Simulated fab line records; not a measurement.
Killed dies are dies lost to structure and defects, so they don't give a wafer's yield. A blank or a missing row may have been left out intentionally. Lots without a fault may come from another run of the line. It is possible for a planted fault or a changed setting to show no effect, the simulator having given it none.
A lot that was struck, set against a sound lot ; flow berkeleyCmos170 ; 18 steps out of a route of 331
Sound: these wafers, L981.2, L981.4, L981.6. Wafers L995.1, L995.3, L995.6 were the ones struck. The cause is given at the end.
At each step with rows: each side's tool, then ch and its chambers, then its first start. Under that, the readings that differ: sound wafers ; struck wafers ; difference of the means ; sigmas: that difference in standard deviations of wafers without a fault.
alike: readings whose means differ by less than 2 such deviations, and words and numbers that are the same on both sides. not compared: withheld readings, readings that some wafer has no value for, bounds like >300 that may hide the same value, and numbers for which the record gives no deviation and whose values overlap.
The two part at a step that has a row with sigmas, a row that says differs or no value, or rows on one side only. Numbers that have no deviation but don't overlap get no sigmas and don't part them. A reading missing from all wafers of one side parts the sides only when that side holds two or more wafers.

first, 1 step without rows for these wafers: UCB170_FIELD_WET_ETCH_06 (etches SiO2 in BOE, time 22 s).
UCB170_FIELD_THK_MEAS_90:
  sound: filmMetro-03 at day 6 00:39; struck: filmMetro-03 at day 8 22:46
  alike: FIELD_OXIDE_LEFT_1_THK
then, 2 steps without rows for these wafers: UCB170_SACOX_CLEAN_00 (cleans in dHF, time 7.5 s); UCB170_SACOX_OXIDATION_01 (target thk 14.4 nm, ox time 2400 s).
UCB170_SACOX_THK_MEAS_02:
  sound: filmMetro-03 at day 6 03:54; struck: filmMetro-04 at day 9 05:02
  alike: SACOX_OXIDE_THK
then, 2 steps without rows for these wafers: UCB170_SCREENOX_WET_ETCH_00 (etches SiO2 in dHF, time 200 s); UCB170_SCREENOX_OXIDATION_01 (target thk 14.4 nm, ox time 2400 s).
UCB170_SCREENOX_THK_MEAS_02:
  sound: filmMetro-01 at day 6 09:32; struck: filmMetro-04 at day 9 09:45
  alike: SCREENOX_OXIDE_THK
then, 4 steps without rows for these wafers: UCB170_SCREENOX_ANNEAL_03 (time 900 s); UCB170_NVT_HMDS_00 (prime time 60 s); UCB170_NVT_COAT_01 (resist thk 900 nm); UCB170_NVT_SOFTBAKE_02 (time 60 s).
UCB170_NVT_EXPOSE_03: exposes mask PWELL, target cd 3000 nm.
  sound on krfScanner-01 ch 0, day 6 15:27; struck on krfScanner-01 ch 0, day 9 12:34
reading;sound;struck;difference;sigmas
model.NVT.overlayXNm (nm);-4.429 -4.429 -4.429;294.3 294.3 294.3;+298.7;
  alike: mask
then, 2 steps without rows for these wafers: UCB170_NVT_PEB_04; UCB170_NVT_DEVELOP_05 (develop time 45 s).
UCB170_NVT_OVL_MEAS_06:
  sound: overlay-02 at day 6 15:50; struck: overlay-01 at day 9 13:02
reading;sound;struck;difference;sigmas
NVT_OVL (nm);-10 -5 -4;295 292 281;+296;+57
then, 1 step without rows for these wafers: UCB170_NVT_IMPLANT_07.
-- the record jumps here: 2 days lie between the struck wafers' starts before and after (it left off in module NVT and takes up again in module M3, whose first step shown is number 331 of the route) --
UCB170_M3_PROBE_99:
  record: rows for the struck wafers here (prober-02, day 11 21:32), none for the sound ones

WHERE THEY PART
First at UCB170_NVT_OVL_MEAS_06; last, within this record, at UCB170_M3_PROBE_99.

WHY: what had been put in by the simulator
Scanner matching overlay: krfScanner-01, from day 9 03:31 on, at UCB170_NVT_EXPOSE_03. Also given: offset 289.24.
